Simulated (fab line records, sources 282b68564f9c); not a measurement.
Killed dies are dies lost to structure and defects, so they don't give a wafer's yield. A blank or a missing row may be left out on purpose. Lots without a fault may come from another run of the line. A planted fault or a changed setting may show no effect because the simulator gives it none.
fab line records | flow rit_cmos | part 2 of 2: steps 28 to 39 of 39
record lots=5 wafers=15 last_day=7
route steps=202 shown ACTIVE@18 FOX1@20 FOX2@23 NWELL@28 PWELL@39 WELLDRIVE@50 NRETRO@53
lots that met no fault: from a run of the same line without faults
start_h: hours from the record's first day to the start of the lot's first wafer shown | wait_h: hours since the lot's step before | " the same as in the row above | L1.1+2: a row that stands for several wafers | - no value, or no start given | * or withheld: withheld | < > ~ a bound
route shown NAME@n: a module of which the file shows steps, and the number in the route of the first | usual: mean/standard deviation of fault-free wafers | same: alike in all rows | chamber/n: place in a boat | sites: the reading at each site | _std_site: their standard deviation | _edge_site: outer sites' mean less inner sites' | radius_mm: how far each site lies from the wafer's centre | mask NAME#n: copy n | behind: the tool/chamber that last shaped the wafer | hold: why the lot was held/for how many hours/how that ended | device: the transistor (n, p or np) that didn't switch | end of line: the same wafers' tests at the end of the route | a step without rows: its recipe alone | killed: dies lost to structure and defects at the first sort, not the wafer's yield | map: a wafer's dies, x killed, . not, _ none there
set.NAME: the setting as run; set.NAME@STEP: as run at that earlier step | model.NAME: the simulator's own value behind a step, which no gauge read
lots at some steps of the route; a table a step, a row a wafer
services: from which hour (start_h, from the record's first day; less than 0 if before it) a tool's chamber was out of use, for how many hours, and why
## steps
# step RIT_PWELL_OVL_MEAS_06
# usual PWELL_OVL=0.9/1.4
# columns lot.wafer tool chamber start_h wait_h PWELL_OVL[nm]
L079.1 overlay-02 - 50.67 - -1.1
L079.5 " - " " 0.0
L079.6 " - " " -1.8
L080.4 overlay-01 - 55.53 - 1.3
L080.5 " - " " -0.9
L080.6 " - " " -1.4
L082.3 overlay-02 - 62.61 - 1.4
L082.5 " - " " 0.6
L082.6 " - " " 3.1
L091.1 overlay-02 - 108.26 - 0.2
L091.3 " - " " -0.2
L091.5 " - " " -0.3
L097.1 overlay-02 - 140.19 - 1.0
L097.3 " - " " -0.9
L097.6 " - " " -0.7
# step RIT_PWELL_HARDBAKE_07
# recipe resist=NOVOLAK temp_c=140 time_s=120
# usual exhaust_pa=45.1/1
# columns lot.wafer tool chamber start_h wait_h exhaust_pa
L079.1 litho_track-04 0 50.71 0.0 47.4
L079.5 " 0 " " 46.0
L079.6 " 0 " " 47.0
L080.4 litho_track-01 0 55.68 0.1 45.2
L080.5 " 0 " " 44.5
L080.6 " 0 " " 45.4
L082.3 litho_track-01 0 62.72 0.1 45.8
L082.5 " 0 " " 45.5
L082.6 " 0 " " 45.0
L091.1 litho_track-04 0 108.29 0.0 45.1
L091.3 " 0 " " 45.1
L091.5 " 0 " " 43.7
L097.1 litho_track-03 0 140.23 0.0 45.8
L097.3 " 0 " " 45.3
L097.6 " 0 " " 47.2
# step RIT_PWELL_IMPLANT_08
# recipe species=B energy_kev=173.2 dose_cm2=7e+13 tilt_deg=7
# usual faraday_current_uA=222/4.5
# columns lot.wafer tool chamber start_h wait_h faraday_current_uA
L079.1 implanter-02 0 50.96 0.2 217
L079.5 " 0 " " 229
L079.6 " 0 " " 230
L080.4 implanter-04 0 55.88 0.2 216
L080.5 " 0 " " 222
L080.6 " 0 " " 220
L082.3 implanter-04 0 62.94 0.2 225
L082.5 " 0 " " 213
L082.6 " 0 " " 225
L091.1 implanter-02 0 108.54 0.2 217
L091.3 " 0 " " 215
L091.5 " 0 " " 226
L097.1 implanter-01 0 140.48 0.2 219
L097.3 " 0 " " 228
L097.6 " 0 " " 214
# step RIT_PWELL_STRIP_09
# recipe chemistry=O2 time_s=180 resist=NOVOLAK platen_temp_c=withheld power_w=500 pressure_mtorr=4000 o2_flow_sccm=4000
# usual drypump_motor_current_A=5.8/0.61
# columns lot.wafer tool chamber start_h wait_h drypump_motor_current_A rf_hours_counter_h
L079.1 plasma_asher-01 0 51.11 0.1 5.2 43
L079.5 " 1 " " 6.5 -
L079.6 " 0 " " 5.2 -
L080.4 plasma_asher-01 0 56.01 0.1 5.2 -
L080.5 " 0 " " 5.2 -
L080.6 " 1 " " 6.5 -
L082.3 plasma_asher-01 1 63.09 0.1 6.5 -
L082.5 " 1 " " 6.5 -
L082.6 " 0 " " 5.2 -
L091.1 plasma_asher-01 1 108.69 0.1 6.5 49
L091.3 " 0 " " 5.3 -
L091.5 " 0 " " 5.2 -
L097.1 plasma_asher-04 0 140.63 0.1 6.0 55
L097.3 " 0 " " 6.0 -
L097.6 " 0 " " 6.0 -
# step RIT_PWELL_TW_MEAS_10
# usual PWELL_TW=962/9.6
# columns lot.wafer tool chamber start_h wait_h PWELL_TW
L079.1 film_metro-03 - 51.28 0.1 965
L079.5 " - " " 965
L079.6 " - " " 963
L080.4 film_metro-04 - 56.16 0.1 968
L080.5 " - " " 966
L080.6 " - " " 966
L082.3 film_metro-04 - 63.23 0.1 965
L082.5 " - " " 970
L082.6 " - " " 968
L091.1 film_metro-04 - 108.87 0.1 974
L091.3 " - " " 975
L091.5 " - " " 975
L097.1 film_metro-01 - 140.81 0.1 959
L097.3 " - " " 952
L097.6 " - " " 957
# step RIT_WELLDRIVE_ANNEAL_00
# recipe temp_c=1100 time_s=14700 ambient=N2
# columns lot.wafer tool chamber start_h wait_h
L079.1+5+6 furnace-03 0 51.34 0.1
L080.4+5+6 furnace-01 0 56.74 0.6
L082.3+5+6 furnace-01 0 64.21 1.0
L091.1+3+5 furnace-03 0 111.09 2.2
L097.1+3+6 furnace-04 0 142.05 1.2
# step RIT_WELLDRIVE_RS_MEAS_01
# recipe thk_meas_gauge=four-point-probe
# usual NWELL_RS=275.8/0.82
# columns lot.wafer tool chamber start_h wait_h NWELL_RS[ohm/sq]
L079.1 film_metro-01 - 56.43 0.0 276.1
L079.5 " - " " 276.3
L079.6 " - " " 275.8
L080.4 film_metro-01 - 61.88 0.1 275.0
L080.5 " - " " 274.9
L080.6 " - " " 275.2
L082.3 film_metro-03 - 69.34 0.0 274.6
L082.5 " - " " 275.6
L082.6 " - " " 275.7
L091.1 film_metro-03 - 116.17 0.0 275.4
L091.3 " - " " 275.9
L091.5 " - " " 274.9
L097.1 film_metro-01 - 147.14 0.0 275.4
L097.3 " - " " 275.5
L097.6 " - " " 276.2
# step RIT_WELLDRIVE_RS_MEAS_02
# recipe thk_meas_gauge=four-point-probe
# usual PWELL_RS=429.1/1.1
# columns lot.wafer tool chamber start_h wait_h PWELL_RS[ohm/sq]
L079.1 film_metro-01 - 56.55 0.1 428.4
L079.5 " - " " 428.9
L079.6 " - " " 429.5
L080.4 film_metro-01 - 62.00 0.1 429.0
L080.5 " - " " 428.6
L080.6 " - " " 429.3
L082.3 film_metro-03 - 69.46 0.1 429.3
L082.5 " - " " 428.4
L082.6 " - " " 429.7
L091.1 film_metro-03 - 116.29 0.1 427.8
L091.3 " - " " 428.6
L091.5 " - " " 428.2
L097.1 film_metro-01 - 147.26 0.1 429.1
L097.3 " - " " 430.2
L097.6 " - " " 429.1
# step RIT_NRETRO_HMDS_00
# recipe prime_time_s=60 prime_temp_c=140
# usual exhaust_pa=44.6/0.82
# columns lot.wafer tool chamber start_h wait_h exhaust_pa
L079.1 litho_track-02 0 56.76 0.2 44.3
L079.5 " 0 " " 45.1
L079.6 " 0 " " 44.9
L080.4 litho_track-01 0 62.14 0.1 44.5
L080.5 " 0 " " 44.0
L080.6 " 0 " " 46.0
L082.3 litho_track-01 0 69.59 0.1 43.5
L082.5 " 0 " " 44.3
L082.6 " 0 " " 43.9
L091.1 litho_track-01 0 116.41 0.1 43.6
L091.3 " 0 " " 43.3
L091.5 " 0 " " 45.8
L097.1 litho_track-02 0 147.38 0.1 45.4
L097.3 " 0 " " 46.2
L097.6 " 0 " " 44.5
# step RIT_NRETRO_COAT_01
# recipe resist=NOVOLAK spin_rpm=2000 resist_thk_nm=1300
# usual exhaust_pa=45.2/0.81
# columns lot.wafer tool chamber start_h wait_h exhaust_pa
L079.1 litho_track-02 0 56.91 0.1 45.2
L079.5 " 0 " " 44.9
L079.6 " 0 " " 44.0
L080.4 litho_track-01 0 62.29 0.1 45.7
L080.5 " 0 " " 45.5
L080.6 " 0 " " 45.3
L082.3 litho_track-01 0 69.74 0.1 45.2
L082.5 " 0 " " 45.9
L082.6 " 0 " " 46.1
L091.1 litho_track-01 0 116.56 0.1 45.6
L091.3 " 0 " " 45.1
L091.5 " 0 " " 46.5
L097.1 litho_track-02 0 147.53 0.1 45.2
L097.3 " 0 " " 44.5
L097.6 " 0 " " 44.9
# step RIT_NRETRO_SOFTBAKE_02
# recipe resist=NOVOLAK temp_c=90 time_s=60
# usual exhaust_pa=45.1/0.9
# columns lot.wafer tool chamber start_h wait_h exhaust_pa
L079.1 litho_track-02 0 57.06 0.1 44.4
L079.5 " 0 " " 44.4
L079.6 " 0 " " 45.0
L080.4 litho_track-01 0 62.44 0.1 45.0
L080.5 " 0 " " 46.4
L080.6 " 0 " " 46.6
L082.3 litho_track-01 0 69.89 0.1 45.5
L082.5 " 0 " " 46.4
L082.6 " 0 " " 45.8
L091.1 litho_track-01 0 116.71 0.1 45.9
L091.3 " 0 " " 46.8
L091.5 " 0 " " 45.7
L097.1 litho_track-02 0 147.68 0.1 46.1
L097.3 " 0 " " 45.3
L097.6 " 0 " " 46.0
# step RIT_NRETRO_EXPOSE_03
# recipe mask_id=M4 na=0.57 target_cd_nm=43900 dose_mj=250
# usual focus_offset_nm=0.0/0.57 reticle_temp_C=23.01/0.11
# columns lot.wafer tool chamber start_h wait_h mask focus_offset_nm reticle_temp_C
L079.1 iline_stepper-01 0 57.23 0.1 M4#0 -0.2 22.89
L079.5 " 0 " " M4#0 -0.2 22.95
L079.6 " 0 " " M4#0 -1.0 23.14
L080.4 iline_stepper-01 0 62.67 0.2 M4#0 1.1 22.92
L080.5 " 0 " " M4#0 -0.6 23.01
L080.6 " 0 " " M4#0 0.2 22.95
L082.3 iline_stepper-02 0 70.03 0.1 M4#0 0.0 22.81
L082.5 " 0 " " M4#0 -0.5 22.95
L082.6 " 0 " " M4#0 -0.3 22.98
L091.1 iline_stepper-02 0 116.86 0.1 M4#0 -0.5 23.06
L091.3 " 0 " " M4#0 -0.3 23.00
L091.5 " 0 " " M4#0 -0.6 23.07
L097.1 iline_stepper-02 0 147.83 0.1 M4#0 -0.5 23.04
L097.3 " 0 " " M4#0 0.3 22.91
L097.6 " 0 " " M4#0 -0.3 22.88
## services
# columns tool chamber start_h hours kind
furnace-01 - 17.56 3.5 pm
plasma_asher-04 - 32.25 2.2 repair
furnace-03 - 35.50 3.8 pm
implanter-04 - 38.37 0.7 repair
plasma_asher-03 - 41.25 0.8 repair
implanter-03 - 41.36 1.0 repair
iline_stepper-02 - 46.59 15.0 repair
iline_stepper-02 - 61.61 1.7 pm
implanter-03 - 68.20 1.5 repair
furnace-03 - 72.40 3.4 pm
wet_bench-03 - 79.36 2.7 repair
implanter-03 - 84.37 1.6 repair
furnace-01 - 96.51 4.2 pm
plasma_asher-03 - 99.91 28.1 pm
plasma_asher-02 - 108.75 9.0 pm
plasma_asher-02 0 108.75 9.0 vent_cycle
wet_bench-03 - 111.24 2.2 repair
furnace-04 - 115.36 3.7 pm
plasma_asher-01 - 129.07 1.5 repair
iline_stepper-01 - 130.23 28.9 pm
implanter-04 - 131.21 5.2 repair
plasma_asher-03 - 136.23 5.4 repair
implanter-04 - 138.11 16.1 pm
furnace-01 - 140.02 2.4 pm
